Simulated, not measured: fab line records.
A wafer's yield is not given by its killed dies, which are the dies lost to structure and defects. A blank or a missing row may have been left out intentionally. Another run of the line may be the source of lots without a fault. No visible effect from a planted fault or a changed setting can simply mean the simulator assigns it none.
Which tool is to blame?    flow berkeleyCmos170    14 lots, 42 wafers sampled, at 2 steps of a route of 331

## WHAT EACH GAUGE READ, for each wafer
UCB170_PSD_OVL_MEAS_07. Usual: for PSD_OVL the level is 3 nm and the standard deviation is 5.4.
lot   measured      on          PSD_OVL (nm)  flag
L734  day 5 18:44   overlay-01  5 0 4         
L735  day 6 18:45   overlay-01  5 6 2         
L737  day 7 04:16   overlay-02  4 -6 -4       
L736  day 7 04:23   overlay-01  -2 1 0        
L739  day 7 04:41   overlay-01  6 10 10       
L740  day 7 20:16   overlay-02  5 1 5         
L748  day 9 08:22   overlay-01  -9 -6 -8      
L747  day 9 08:30   overlay-02  4 7 11        
L751  day 10 08:42  overlay-01  4 8 7         
L752  day 10 17:38  overlay-01  1 1 -3        
L753  day 10 17:43  overlay-02  -9 -5 1       
L754  day 10 22:04  overlay-02  4 9 6         
L755  day 11 08:50  overlay-01  0 -2 -1       
L757  day 11 08:58  overlay-02  3 3 9         

UCB170_NSD_TW_MEAS_10. Usual: for NSD_TW the level is 4231 and the standard deviation is 53.
lot   measured      on            NSD_TW          flag
L734  day 5 20:49   filmMetro-04  4240 4265 4241  
L735  day 6 21:36   filmMetro-02  4136 4146 4143  
L737  day 7 06:40   filmMetro-04  4247 4245 4251  
L736  day 7 07:07   filmMetro-04  4256 4236 4284  
L739  day 7 06:53   filmMetro-01  4295 4298 4289  
L740  day 7 23:22   filmMetro-01  4280 4257 4272  
L748  day 9 10:33   filmMetro-04  4260 4233 4266  
L747  day 9 10:38   filmMetro-01  4260 4250 4264  
L751  day 10 10:46  filmMetro-01  4203 4202 4213  
L752  day 10 20:09  filmMetro-01  4211 4195 4196  
L753  day 10 21:03  filmMetro-02  4152 4130 4140  
L754  day 11 00:01  filmMetro-04  4278 4301 4283  
L755  day 11 11:11  filmMetro-02  4154 4152 4123  
L757  day 11 11:26  filmMetro-01  4224 4224 4221  

## WHAT TOOL EACH LOT RAN ON (gives the tool, then ch and the chambers of the sampled wafers, and finally the start)
There is no process step in the record ahead of these readings.

## WHAT THE TOOLS THEMSELVES READ (means of the sampled wafers that have a number; where no wafer has one, the mark that the record gives instead)
The record holds no such reading with a usual standard deviation.

## THE ANSWER, worked out from the rows above alone
Rule: a lot is off if the mean of its wafers that have a number lies more than 3 standard deviations from the usual mean. Also off: a lot with no number at a reading for which 4 or more lots have one. The other lots that the step has rows for count as sound. The gauges are gone through in route order, then the tools' own readings, and for those a lot's mean is taken as printed above. The first step at which some lot is off is used, and at that step the reading that is off furthest; a lot without a number counts as furthest.
None of the lots is off at any reading shown; this tells nothing.

## WHAT HAD BEEN PUT IN BY THE SIMULATOR
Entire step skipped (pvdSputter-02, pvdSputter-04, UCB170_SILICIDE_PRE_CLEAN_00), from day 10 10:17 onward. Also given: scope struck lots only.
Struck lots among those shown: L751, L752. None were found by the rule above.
